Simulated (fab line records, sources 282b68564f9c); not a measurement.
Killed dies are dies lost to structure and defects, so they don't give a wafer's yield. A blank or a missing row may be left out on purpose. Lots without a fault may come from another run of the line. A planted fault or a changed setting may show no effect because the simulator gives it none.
fab line records | flow rit_cmos | part 2 of 2: steps 37 to 51 of 51
record lots=5 wafers=15 last_day=7
route steps=202 shown ACTIVE@6 FOX1@20 FOX2@23 NWELL@28 PWELL@39 WELLDRIVE@50 NRETRO@53
lots that met no fault: from a run of the same line without faults
start_h: hours from the record's first day to the start of the lot's first wafer shown | wait_h: hours since the lot's step before | " the same as in the row above | L1.1+2: a row that stands for several wafers | - no value, or no start given | * or withheld: withheld | < > ~ a bound
route shown NAME@n: a module of which the file shows steps, and the number in the route of the first | usual: mean/standard deviation of fault-free wafers | same: alike in all rows | chamber/n: place in a boat | sites: the reading at each site | _std_site: their standard deviation | _edge_site: outer sites' mean less inner sites' | radius_mm: how far each site lies from the wafer's centre | mask NAME#n: copy n | behind: the tool/chamber that last shaped the wafer | hold: why the lot was held/for how many hours/how that ended | device: the transistor (n, p or np) that didn't switch | end of line: the same wafers' tests at the end of the route | a step without rows: its recipe alone | killed: dies lost to structure and defects at the first sort, not the wafer's yield | map: a wafer's dies, x killed, . not, _ none there
set.NAME: the setting as run; set.NAME@STEP: as run at that earlier step | model.NAME: the simulator's own value behind a step, which no gauge read
lots at some steps of the route; a table a step, a row a wafer
services: from which hour (start_h, from the record's first day; less than 0 if before it) a tool's chamber was out of use, for how many hours, and why
## steps
# step RIT_PWELL_EXPOSE_03
# recipe mask_id=M3 na=0.57 target_cd_nm=43700 dose_mj=250
# columns lot.wafer tool chamber start_h wait_h mask
L078.3+4+6 iline_stepper-01 0 41.53 0.1 M3#0
L085.2+3+4 iline_stepper-02 0 80.77 0.1 M3#0
L092.1+2+6 iline_stepper-02 0 112.46 0.2 M3#0
L094.3+4+5 iline_stepper-01 0 124.18 0.2 M3#0
L095.2+4+6 iline_stepper-02 0 126.96 0.2 M3#0
# step RIT_PWELL_PEB_04
# recipe resist=NOVOLAK temp_c=withheld time_s=withheld
# columns lot.wafer tool chamber start_h wait_h
L078.3+4+6 litho_track-01 0 41.66 0.1
L085.2+3+4 litho_track-01 0 80.89 0.1
L092.1+2+6 litho_track-02 0 112.58 0.1
L094.3+4+5 litho_track-04 0 124.45 0.3
L095.2+4+6 litho_track-04 0 127.15 0.2
# step RIT_PWELL_DEVELOP_05
# recipe resist=NOVOLAK develop_time_s=68 dev_temp_c=23
# columns lot.wafer tool chamber start_h wait_h
L078.3+4+6 litho_track-01 0 - -
L085.2+3+4 litho_track-01 0 - -
L092.1+2+6 litho_track-02 0 - -
L094.3+4+5 litho_track-04 0 - -
L095.2+4+6 litho_track-04 0 - -
# step RIT_PWELL_OVL_MEAS_06
# usual PWELL_OVL=0.7/1.3
# columns lot.wafer tool chamber start_h wait_h PWELL_OVL[nm]
L078.3 overlay-02 - 41.93 - 1.7
L078.4 " - " " 2.6
L078.6 " - " " 2.1
L085.2 overlay-01 - 81.19 - 0.1
L085.3 " - " " 0.9
L085.4 " - " " -0.8
L092.1 overlay-02 - 112.89 - 1.2
L092.2 " - " " 1.1
L092.6 " - " " 4.0
L094.3 overlay-01 - 124.72 - -0.3
L094.4 " - " " -1.5
L094.5 " - " " -0.4
L095.2 overlay-02 - 127.44 - 1.2
L095.4 " - " " 1.8
L095.6 " - " " 2.7
# step RIT_PWELL_HARDBAKE_07
# recipe resist=NOVOLAK temp_c=140 time_s=120
# columns lot.wafer tool chamber start_h wait_h
L078.3+4+6 litho_track-01 0 42.04 0.1
L085.2+3+4 litho_track-01 0 81.26 0.1
L092.1+2+6 litho_track-01 0 112.93 0.0
L094.3+4+5 litho_track-01 0 124.83 0.1
L095.2+4+6 litho_track-04 0 127.51 0.1
# step RIT_PWELL_IMPLANT_08
# recipe species=B energy_kev=170 dose_cm2=7e+13 tilt_deg=7
# same implant_ion_amu=11
# columns lot.wafer tool chamber start_h wait_h
L078.3+4+6 implanter-04 0 42.26 0.2
L085.2+3+4 implanter-04 0 81.49 0.2
L092.1+2+6 implanter-04 0 113.18 0.2
L094.3+4+5 implanter-04 0 125.05 0.2
L095.2+4+6 implanter-01 0 127.75 0.2
# step RIT_PWELL_STRIP_09
# recipe chemistry=O2 time_s=180 resist=NOVOLAK platen_temp_c=withheld power_w=500 pressure_mtorr=4000 o2_flow_sccm=4000
# usual drypump_motor_current_A=5.54/0.3
# columns lot.wafer tool chamber start_h wait_h drypump_motor_current_A rf_hours_counter_h
L078.3 plasma_asher-01 0 42.41 0.1 5.87 -
L078.4 " 1 " " 4.92 -
L078.6 " 1 " " 4.91 -
L085.2 plasma_asher-03 1 81.62 0.1 5.57 34
L085.3 " 0 " " 5.70 -
L085.4 " 1 " " 5.62 -
L092.1 plasma_asher-01 0 113.33 0.1 5.86 51
L092.2 " 1 " " 4.93 51
L092.6 " 1 " " 4.92 -
L094.3 plasma_asher-03 1 125.21 0.1 5.61 -
L094.4 " 0 " " 5.70 -
L094.5 " 1 " " 5.58 -
L095.2 plasma_asher-03 1 127.87 0.1 5.60 39
L095.4 " 1 " " 5.60 -
L095.6 " 1 " " 5.57 -
# step RIT_PWELL_TW_MEAS_10
# usual PWELL_TW=952/4.9
# columns lot.wafer tool chamber start_h wait_h PWELL_TW
L078.3 film_metro-02 - 42.55 0.1 948
L078.4 " - " " 948
L078.6 " - " " 950
L085.2 film_metro-01 - 81.80 0.1 947
L085.3 " - " " 955
L085.4 " - " " 947
L092.1 film_metro-01 - 113.51 0.1 953
L092.2 " - " " 954
L092.6 " - " " 954
L094.3 film_metro-01 - 125.34 0.1 965
L094.4 " - " " 962
L094.5 " - " " 961
L095.2 film_metro-02 - 128.06 0.1 951
L095.4 " - " " 947
L095.6 " - " " 943
# step RIT_WELLDRIVE_ANNEAL_00
# recipe temp_c=1100 time_s=14700 ambient=N2
# columns lot.wafer tool chamber start_h wait_h
L078.3+4+6 furnace-04 0 42.59 0.0
L085.2+3+4 furnace-02 0 82.26 0.4
L092.1+2+6 furnace-01 0 113.57 0.1
L094.3+4+5 furnace-01 0 125.38 0.0
L095.2+4+6 furnace-02 0 129.08 1.0
# step RIT_WELLDRIVE_RS_MEAS_01
# recipe thk_meas_gauge=four-point-probe
# usual NWELL_RS=275.1/0.73
# columns lot.wafer tool chamber start_h wait_h NWELL_RS[ohm/sq]
L078.3 film_metro-04 - 47.71 0.0 275.0
L078.4 " - " " 275.0
L078.6 " - " " 275.0
L085.2 film_metro-02 - 87.36 0.0 275.8
L085.3 " - " " 275.9
L085.4 " - " " 276.0
L092.1 film_metro-02 - 118.65 0.0 275.6
L092.2 " - " " 276.4
L092.6 " - " " 275.8
L094.3 film_metro-01 - 130.56 0.1 274.1
L094.4 " - " " 274.4
L094.5 " - " " 274.7
L095.2 film_metro-01 - 134.19 0.0 273.6
L095.4 " - " " 273.2
L095.6 " - " " 273.5
# step RIT_WELLDRIVE_RS_MEAS_02
# recipe thk_meas_gauge=four-point-probe
# usual PWELL_RS=429.1/1.1
# columns lot.wafer tool chamber start_h wait_h PWELL_RS[ohm/sq]
L078.3 film_metro-04 - 47.83 0.1 429.9
L078.4 " - " " 429.4
L078.6 " - " " 430.2
L085.2 film_metro-02 - 87.48 0.1 429.5
L085.3 " - " " 428.8
L085.4 " - " " 430.1
L092.1 film_metro-02 - 118.77 0.1 429.8
L092.2 " - " " 427.8
L092.6 " - " " 428.4
L094.3 film_metro-01 - 130.68 0.1 428.6
L094.4 " - " " 429.5
L094.5 " - " " 426.9
L095.2 film_metro-01 - 134.31 0.1 430.6
L095.4 " - " " 429.0
L095.6 " - " " 430.0
# step RIT_NRETRO_HMDS_00
# recipe prime_time_s=60 prime_temp_c=140
# columns lot.wafer tool chamber start_h wait_h
L078.3+4+6 litho_track-01 0 47.96 0.1
L085.2+3+4 litho_track-01 0 87.61 0.1
L092.1+2+6 litho_track-03 0 119.04 0.2
L094.3+4+5 litho_track-03 0 130.81 0.1
L095.2+4+6 litho_track-03 0 134.43 0.1
# step RIT_NRETRO_COAT_01
# recipe resist=NOVOLAK spin_rpm=2000 resist_thk_nm=1300
# columns lot.wafer tool chamber start_h wait_h
L078.3+4+6 litho_track-01 0 48.11 0.1
L085.2+3+4 litho_track-01 0 87.76 0.1
L092.1+2+6 litho_track-03 0 119.19 0.1
L094.3+4+5 litho_track-03 0 130.96 0.1
L095.2+4+6 litho_track-03 0 134.58 0.1
# step RIT_NRETRO_SOFTBAKE_02
# recipe resist=NOVOLAK temp_c=90 time_s=60
# columns lot.wafer tool chamber start_h wait_h
L078.3+4+6 litho_track-01 0 48.26 0.1
L085.2+3+4 litho_track-01 0 87.91 0.1
L092.1+2+6 litho_track-03 0 119.34 0.1
L094.3+4+5 litho_track-03 0 131.11 0.1
L095.2+4+6 litho_track-03 0 134.73 0.1
# step RIT_NRETRO_EXPOSE_03
# recipe mask_id=M4 na=0.57 target_cd_nm=43900 dose_mj=250
# columns lot.wafer tool chamber start_h wait_h mask
L078.3+4+6 iline_stepper-02 0 48.53 0.2 M4#0
L085.2+3+4 iline_stepper-02 0 88.12 0.2 M4#0
L092.1+2+6 iline_stepper-02 0 119.49 0.1 M4#0
L094.3+4+5 iline_stepper-01 0 131.26 0.1 M4#0
L095.2+4+6 iline_stepper-01 0 134.88 0.1 M4#0
## services
# columns tool chamber start_h hours kind
rie_diel-03 - 11.25 2.8 pm
wet_bench-03 - 21.25 1.6 repair
furnace-03 - 22.87 3.3 pm
implanter-02 - 23.10 1.3 repair
plasma_asher-01 - 29.62 2.8 pm
furnace-02 - 35.53 1.8 pm
furnace-01 - 42.87 10.7 pm
plasma_asher-03 - 56.99 10.5 repair
furnace-04 - 66.94 3.1 pm
implanter-01 - 67.17 1.5 repair
furnace-04 - 70.00 41.2 pm
implanter-01 - 70.49 13.5 repair
iline_stepper-01 - 79.31 13.3 repair
wet_bench-01 - 94.33 0.9 repair
rie_diel-04 2 103.00 3.8 repair
implanter-04 - 103.32 1.2 repair
plasma_asher-02 - 108.75 9.0 pm
plasma_asher-02 0 108.75 9.0 vent_cycle
furnace-04 - 117.53 3.0 pm
iline_stepper-02 - 120.35 2.1 pm
iline_stepper-02 - 122.44 - consumable_replace:lamp
plasma_asher-01 - 129.00 5.6 repair
rie_diel-02 1 132.58 2.4 repair
wet_bench-02 - 133.22 1.6 repair
